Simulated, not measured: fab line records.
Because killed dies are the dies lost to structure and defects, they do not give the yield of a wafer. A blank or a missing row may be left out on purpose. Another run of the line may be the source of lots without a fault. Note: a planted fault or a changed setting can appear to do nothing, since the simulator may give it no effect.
fab line records    flow berkeleyCmos170
[record] lots = 15  wafers = 45  lastDay = 11
route steps=331 shown ACTIVE@74 PFIELD@82 M1@247 V1@267
lots with no fault: from the same line, run without faults
startH: start of the lot's first displayed wafer, in hours after the record's first day    waitH: hours elapsed since this lot's preceding step    " as in the row above    L1.1+2: one row covering several wafers at once    - value missing, or start not given    * or withheld: withheld    < > ~ a bound
route shown NAME@n: names a module that has steps shown in the file, with the first one's number in the route    usual: mean and standard deviation over wafers with no fault    same: alike in all rows    chamber/n: place in a boat    sites: each site's reading    _std_site: standard deviation across them    _edge_site: outer sites' mean less inner sites'    radiusMm: how far each site lies from the wafer's centre    mask NAME#n: copy n    behind: the most recent tool/chamber to have shaped the wafer    hold: why the lot was held/for how many hours/how that ended    device: transistor that didn't switch, given as n, p or np    end of line: the route-end tests of the same wafers    a step without rows: its recipe alone    killed: the dies lost at the first sort to structure and to defects; this is not the yield of the wafer    map: the dies of a wafer, with x for killed, . for not killed, _ for no die there
set.NAME: the setting as run; set.NAME@STEP: as run at that earlier step    model.NAME: the simulator's own value behind a step, which no gauge read
steps of the route over a sample of lots; a table a step, a row a wafer
services: the hour from which a tool's chamber was out of use, counted from the record's first day as startH (under 0 if before that day), plus the number of hours and why
[[steps]]
[step UCB170_ACTIVE_OVL_MEAS_14]
[usual] ACTIVE_OVL = -3/4.8
lot.wafer  tool        chamber  startH  waitH  ACTIVE_OVL[nm]
L869.2     overlay-02  -        100.75  0.1    -3
L869.4     "           -        "       "      -10
L869.6     "           -        "       "      -8
L868.2     overlay-01  -        101.11  0.1    -3
L868.3     "           -        "       "      3
L868.4     "           -        "       "      -6
L872.3     overlay-01  -        112.63  0.1    -7
L872.4     "           -        "       "      -4
L872.5     "           -        "       "      1
L873.1     overlay-02  -        120.70  0.1    2
L873.2     "           -        "       "      0
L873.6     "           -        "       "      6
L874.1     overlay-02  -        121.06  0.1    -3
L874.3     "           -        "       "      -2
L874.5     "           -        "       "      -7
L877.2     overlay-01  -        130.51  0.1    -10
L877.3     "           -        "       "      -14
L877.6     "           -        "       "      0
L875.1     overlay-01  -        130.75  0.1    1
L875.4     "           -        "       "      -2
L875.6     "           -        "       "      -3
L878.2     overlay-01  -        151.77  0.1    3
L878.3     "           -        "       "      -4
L878.5     "           -        "       "      -2
L881.2     overlay-02  -        151.89  0.1    -3
L881.3     "           -        "       "      -11
L881.4     "           -        "       "      -8
L880.2     overlay-01  -        152.13  0.1    3
L880.4     "           -        "       "      5
L880.6     "           -        "       "      3
L883.2     overlay-02  -        161.99  0.1    -3
L883.5     "           -        "       "      -8
L883.6     "           -        "       "      -3
L886.2     overlay-02  -        179.05  0.1    -7
L886.3     "           -        "       "      -8
L886.4     "           -        "       "      -8
L887.2     overlay-01  -        190.97  0.1    -4
L887.3     "           -        "       "      -2
L887.6     "           -        "       "      4
L888.1     overlay-02  -        198.79  0.1    -7
L888.5     "           -        "       "      -5
L888.6     "           -        "       "      -7
L889.2     overlay-01  -        211.95  0.1    3
L889.3     "           -        "       "      4
L889.5     "           -        "       "      5
[step UCB170_PFIELD_EXPOSE_03]
[recipe] maskId = PFIELD  na = 0.5  sigmaOuter = 0.6  sourceShape = conventional  targetCdNm = 1500  doseMj = 30
lot.wafer   tool           chamber  startH  waitH  mask
L869.2+4+6  krfScanner-01  0        102.20  0.2    PFIELD#0
L868.2+3+4  krfScanner-01  0        102.45  0.1    PFIELD#0
L872.3+4+5  krfScanner-01  0        114.07  0.2    PFIELD#0
L873.1+2+6  krfScanner-02  0        121.87  0.2    PFIELD#0
L874.1+3+5  krfScanner-01  0        124.75  0.2    PFIELD#0
L877.2+3+6  krfScanner-01  0        131.50  0.1    PFIELD#0
L875.1+4+6  krfScanner-02  0        132.21  0.2    PFIELD#0
L878.2+3+5  krfScanner-02  0        152.80  0.1    PFIELD#0
L881.2+3+4  krfScanner-01  0        153.37  0.2    PFIELD#0
L880.2+4+6  krfScanner-02  0        153.61  0.4    PFIELD#0
L883.2+5+6  krfScanner-02  0        163.45  0.1    PFIELD#0
L886.2+3+4  krfScanner-01  0        180.27  0.2    PFIELD#0
L887.2+3+6  krfScanner-01  0        194.33  0.2    PFIELD#0
L888.1+5+6  krfScanner-01  0        199.77  0.1    PFIELD#0
L889.2+3+5  krfScanner-01  0        216.17  -      PFIELD#0
[step UCB170_PFIELD_OVL_MEAS_06]
[usual] PFIELD_OVL = 0/5.7
lot.wafer  tool        chamber  startH  waitH  hold                     PFIELD_OVL[nm]
L869.2     overlay-02  -        102.58  -      -                        0
L869.4     "           -        "       "      -                        -2
L869.6     "           -        "       "      -                        -3
L868.2     overlay-02  -        102.83  -      -                        -2
L868.3     "           -        "       "      -                        -1
L868.4     "           -        "       "      -                        -6
L872.3     overlay-01  -        114.78  -      -                        4
L872.4     "           -        "       "      -                        15
L872.5     "           -        "       "      -                        5
L873.1     overlay-01  -        122.26  -      -                        -1
L873.2     "           -        "       "      -                        -1
L873.6     "           -        "       "      -                        4
L874.1     overlay-02  -        125.27  -      -                        0
L874.3     "           -        "       "      -                        -6
L874.5     "           -        "       "      -                        -1
L877.2     overlay-02  -        132.57  -      -                        2
L877.3     "           -        "       "      -                        5
L877.6     "           -        "       "      -                        1
L875.1     overlay-01  -        133.11  -      -                        13
L875.4     "           -        "       "      -                        15
L875.6     "           -        "       "      -                        14
L878.2     overlay-01  -        153.32  -      -                        -2
L878.3     "           -        "       "      -                        1
L878.5     "           -        "       "      -                        0
L881.2     overlay-02  -        153.96  -      -                        -1
L881.3     "           -        "       "      -                        1
L881.4     "           -        "       "      -                        1
L880.2     overlay-01  -        154.23  -      -                        -7
L880.4     "           -        "       "      -                        -12
L880.6     "           -        "       "      -                        -2
L883.2     overlay-02  -        164.05  -      -                        0
L883.5     "           -        "       "      -                        -5
L883.6     "           -        "       "      -                        -4
L886.2     overlay-02  -        180.65  -      -                        3
L886.3     "           -        "       "      -                        5
L886.4     "           -        "       "      -                        2
L887.2     overlay-01  -        195.25  -      awaitDispo/0.2h/release  260
L887.3     "           -        "       "      awaitDispo/0.2h/release  261
L887.6     "           -        "       "      awaitDispo/0.2h/release  257
L887.2     overlay-01  -        195.46  0.2    -                        259
L887.3     "           -        "       "      -                        258
L887.6     "           -        "       "      -                        257
L888.1     overlay-01  -        200.16  -      awaitDispo/0.2h/release  258
L888.5     "           -        "       "      awaitDispo/0.2h/release  251
L888.6     "           -        "       "      awaitDispo/0.2h/release  256
L888.1     overlay-01  -        200.37  0.2    -                        258
L888.5     "           -        "       "      -                        250
L888.6     "           -        "       "      -                        253
L889.2     overlay-02  -        217.57  -      awaitDispo/0.2h/release  264
L889.3     "           -        "       "      awaitDispo/0.2h/release  264
L889.5     "           -        "       "      awaitDispo/0.2h/release  263
L889.2     overlay-02  -        217.84  0.3    -                        261
L889.3     "           -        "       "      -                        263
L889.5     "           -        "       "      -                        262
[step UCB170_M1_CD_MEAS_09]
[recipe] targetCdNm = 700
[usual] cdNm = 699.5/1.2
lot.wafer  tool      chamber  startH  waitH  cdNm
L869.2     cdSem-02  -        177.91  -      700.3
L869.4     "         -        "       "      699.5
L869.6     "         -        "       "      700.0
L868.2     cdSem-01  -        180.15  -      700.0
L868.3     "         -        "       "      699.9
L868.4     "         -        "       "      697.7
L872.3     cdSem-01  -        185.64  -      699.2
L872.4     "         -        "       "      700.7
L872.5     "         -        "       "      700.0
L874.1     cdSem-01  -        200.13  -      700.1
L874.3     "         -        "       "      700.7
L874.5     "         -        "       "      701.5
L873.1     cdSem-02  -        200.29  -      701.3
L873.2     "         -        "       "      702.5
L873.6     "         -        "       "      701.7
L875.1     cdSem-01  -        224.28  -      698.9
L875.4     "         -        "       "      698.5
L875.6     "         -        "       "      700.0
L877.2     cdSem-02  -        224.59  -      698.5
L877.3     "         -        "       "      697.8
L877.6     "         -        "       "      698.9
L880.2     cdSem-01  -        236.29  -      700.9
L880.4     "         -        "       "      701.8
L880.6     "         -        "       "      700.5
L878.2     cdSem-01  -        238.42  -      700.8
L878.3     "         -        "       "      698.2
L878.5     "         -        "       "      699.6
L881.2     cdSem-01  -        238.81  -      700.8
L881.3     "         -        "       "      701.1
L881.4     "         -        "       "      699.9
L883.2     cdSem-01  -        243.16  -      697.0
L883.5     "         -        "       "      696.9
L883.6     "         -        "       "      697.2
L886.2     cdSem-02  -        257.23  -      698.0
L886.3     "         -        "       "      699.2
L886.4     "         -        "       "      699.7
[step UCB170_V1_OVL_MEAS_13]
[usual] V1_OVL = -5/4.9
lot.wafer  tool        chamber  startH  waitH  V1_OVL[nm]
L869.2     overlay-02  -        182.75  0.1    5
L869.4     "           -        "       "      7
L869.6     "           -        "       "      5
L868.2     overlay-02  -        184.93  0.1    -13
L868.3     "           -        "       "      -14
L868.4     "           -        "       "      -13
L872.3     overlay-01  -        189.40  0.1    -5
L872.4     "           -        "       "      -10
L872.5     "           -        "       "      -5
L874.1     overlay-01  -        203.97  0.1    -14
L874.3     "           -        "       "      -15
L874.5     "           -        "       "      -11
L873.1     overlay-02  -        205.31  0.1    4
L873.2     "           -        "       "      5
L873.6     "           -        "       "      -3
L875.1     overlay-01  -        229.11  0.1    -4
L875.4     "           -        "       "      -4
L875.6     "           -        "       "      -4
L877.2     overlay-02  -        229.36  0.1    -11
L877.3     "           -        "       "      -4
L877.6     "           -        "       "      -5
L880.2     overlay-01  -        242.06  0.1    -9
L880.4     "           -        "       "      -2
L880.6     "           -        "       "      -5
L881.2     overlay-02  -        246.00  0.1    -7
L881.3     "           -        "       "      -1
L881.4     "           -        "       "      -8
L878.2     overlay-02  -        246.23  0.1    4
L878.3     "           -        "       "      -4
L878.5     "           -        "       "      10
L883.2     overlay-01  -        249.41  0.1    -2
L883.5     "           -        "       "      -3
L883.6     "           -        "       "      1
L886.2     overlay-01  -        262.49  0.1    -8
L886.3     "           -        "       "      -7
L886.4     "           -        "       "      -7
[[services]]
tool           chamber  startH  hours  kind
krfScanner-02  -        85.61   0.2    repair
krfScanner-01  -        88.46   4.0    pm
krfScanner-02  -        127.63  0.3    repair
krfScanner-02  -        146.72  1.3    pm
krfScanner-01  -        156.08  0.8    pm
krfScanner-02  -        189.25  4.4    pm
krfScanner-02  -        193.63  0.8    pm
krfScanner-01  -        195.92  1.3    pm
krfScanner-01  -        198.58  1.0    pm
krfScanner-02  -        206.76  4.0    pm
[[key]]
[firstSign] step = UCB170_PFIELD_OVL_MEAS_06  reading = visit  direction = added
[effect] step = UCB170_PFIELD_OVL_MEAS_06  reading = PFIELD_OVL  direction = up  sigmas = 45  usual = 0  struck = 259
metAt UCB170_PFIELD_EXPOSE_03
struckLots L887,L888,L889
scrappedBehind UCB170_PFIELD_OVL_MEAS_06 L887.2,L887.3,L887.6,L888.1,L888.5,L888.6,L889.2,L889.3,L889.5
notActingAt UCB170_ACTIVE_OVL_MEAS_14,UCB170_M1_CD_MEAS_09,UCB170_V1_OVL_MEAS_13
onsetBetween 180.27 194.33
alsoFits time
[fault] kind = scannerMatchingOverlay  tool = krfScanner-01  chamber = -  onsetH = 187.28  steps = UCB170_PFIELD_EXPOSE_03  offset = 260
